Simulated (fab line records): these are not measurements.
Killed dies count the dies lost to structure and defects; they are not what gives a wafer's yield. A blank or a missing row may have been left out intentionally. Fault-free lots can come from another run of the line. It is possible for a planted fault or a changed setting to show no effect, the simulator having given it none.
A lot that was struck, set against a sound lot ; flow berkeleyCmos170 ; 31 out of 331 route steps
Sound: the wafers L329.2, L329.5, L329.6. Wafers L328.1, L328.2, L328.4 were the ones struck. Last of all comes the cause.
Per side, at each step with rows, come the tool, then ch with its chambers, and then its first start. Under that, the readings that differ: sound wafers ; struck wafers ; difference of the means ; sigmas: that difference in standard deviations of wafers without a fault.
alike: readings with means less than 2 such deviations apart, plus words and numbers identical on both sides. not compared: withheld readings, readings lacking a value on some wafer, bounds such as >300 that could conceal the same value, and numbers that have no deviation in the record and whose values overlap.
Wherever a step has rows on one side only, a row that says differs or no value, or a row with sigmas, the two part there. When numbers do not overlap yet have no deviation, they are printed without sigmas and do not part them. A reading that every wafer of one side lacks parts them only if that side has two wafers or more.

first, 6 steps without rows for these wafers: UCB170_V1_HMDS_06 (prime time 60 s); UCB170_V1_COAT_07 (resist thk 900 nm); UCB170_V1_SOFTBAKE_08 (time 60 s); UCB170_V1_EXPOSE_09 (exposes mask VIA1, target cd 700 nm); UCB170_V1_PEB_10; UCB170_V1_DEVELOP_11 (develop time 45 s).
UCB170_V1_CD_MEAS_12: target cd 700 nm.
  struck on cdSem-02, day 9 00:19; sound on cdSem-01, day 8 23:46
  alike: cdNm
UCB170_V1_OVL_MEAS_13:
  struck on overlay-01, day 9 00:26; sound on overlay-01, day 8 23:53
  alike: V1_OVL
UCB170_V1_ETCH_14: etches SiO2 in CHF3/CF4/Ar, stops on Al, target depth 1250 nm, time 291 s.
  sound on rieDiel-02 ch 0,1,3, day 8 23:55; struck on rieDiel-03 ch 0,1,3, day 9 00:28
  alike: CHF3_flow_sccm, drypumpMotorCurrentA, oesProductAu, throttleValvePct
  not compared: rfHoursCounterH
UCB170_V1_STRIP_15: strips in O2.
  sound on plasmaAsher-03 ch 0,1, day 9 00:05; struck on plasmaAsher-02 ch 0,1, day 9 00:38
  alike: drypumpMotorCurrentA, oesProductAu, stripTimeToEndpointS
  not compared: rfHoursCounterH
UCB170_V1_CD_MEAS_90: target cd 700 nm.
  struck on cdSem-02, day 9 00:44; sound on cdSem-02, day 9 00:13
  alike: cdNm
then, 1 step without rows for these wafers: UCB170_M2_PRE_CLEAN_00 (preclean etch time 60 s).
UCB170_M2_SPUTTER_01: material Al, target thk 900 nm, time 120 s.
  struck on pvdSputter-03, day 9 01:11; sound on pvdSputter-02, day 9 00:22
  alike: throttleValvePct
UCB170_M2_RS_MEAS_02: a four-point-probe measurement.
  struck on filmMetro-04, day 9 01:16; sound on filmMetro-03, day 9 00:29
reading;sound;struck;difference;sigmas
M2_AL_RS (ohm/sq);0.0323 0.0326 0.0324;0.0159 0.0159 0.0162;-0.0164;-47
UCB170_M2_THK_MEAS_03: measures by xrf.
  struck on filmMetro-04, day 9 01:23; sound on filmMetro-03, day 9 00:35
reading;sound;struck;difference;sigmas
M2_AL_THK (nm);907 902 905;1831 1827 1800;+915;+91
then, 3 steps without rows for these wafers: UCB170_M2_HMDS_04 (prime time 60 s); UCB170_M2_COAT_05 (resist thk 900 nm); UCB170_M2_SOFTBAKE_06 (time 60 s).
UCB170_M2_STRIP_07: strips in O2.
  sound on plasmaAsher-01 ch 0,1, day 9 01:05; struck on plasmaAsher-02 ch 0,1, day 9 01:53
  alike: drypumpMotorCurrentA, oesProductAu, stripTimeToEndpointS
  not compared: rfHoursCounterH
then, 7 steps without rows for these wafers: UCB170_M2_STRIP_08 (strips KrF in DMSO, time 600 s); UCB170_M2_COAT_09; UCB170_M2_COAT_10 (resist thk 911.2 nm); UCB170_M2_SOFTBAKE_11 (time 60 s); UCB170_M2_EXPOSE_12 (exposes mask METAL2, target cd 700 nm); UCB170_M2_PEB_13; UCB170_M2_DEVELOP_14 (develop time 45 s).
UCB170_M2_CD_MEAS_15: target cd 700 nm.
  struck on cdSem-01, day 9 03:14; sound on cdSem-01, day 9 02:40
  alike: cdNm
UCB170_M2_OVL_MEAS_16:
  struck on overlay-02, day 9 03:22; sound on overlay-01, day 9 02:47
  alike: M2_OVL
UCB170_M2_ETCH_17: etches BARC in N2/H2.
  sound on rieDiel-04 ch 1,2, day 9 02:49; struck on rieDiel-03 ch 1,2,3, day 9 03:24
  alike: drypumpMotorCurrentA, oesProductAu, throttleValvePct
UCB170_M2_METAL_ETCH_18: etches Al in Cl2/BCl3, stops on SiO2, target depth 1170 nm, time 195 s.
  sound on rieMetal-01 ch 0,1, day 9 02:51; struck on rieMetal-03 ch 0,1, day 9 03:26
reading;sound;struck;difference;sigmas
bcl3FlowSccm (sccm);45.13 45.03 45.15;44.68 44.89 44.83;-0.30;-2
oesProductAu (a.u.);0.839 0.841 0.852;0.981 0.981 0.976;+0.135;+17
model.etch.depthNm (nm);895.3 887.8 894.7;1124 1152 1147;+248;
model.M2.featureDepthNm (nm);949.7 942.2 948;1124 1152 1147;+194;
  alike: drypumpMotorCurrentA, throttleValvePct
  not compared: rfHoursCounterH
UCB170_M2_STRIP_19: strips in O2.
  sound on plasmaAsher-01 ch 0,1, day 9 03:02; struck on plasmaAsher-02 ch 0,1, day 9 03:38
  alike: drypumpMotorCurrentA, oesProductAu
  not compared: rfHoursCounterH

WHERE THEY PART
Earliest at UCB170_M2_RS_MEAS_02; latest, in this record, at UCB170_M2_METAL_ETCH_18. Later steps at which nothing parts them and some readings are alike: UCB170_M2_STRIP_19.

WHY: the cause the simulator had injected
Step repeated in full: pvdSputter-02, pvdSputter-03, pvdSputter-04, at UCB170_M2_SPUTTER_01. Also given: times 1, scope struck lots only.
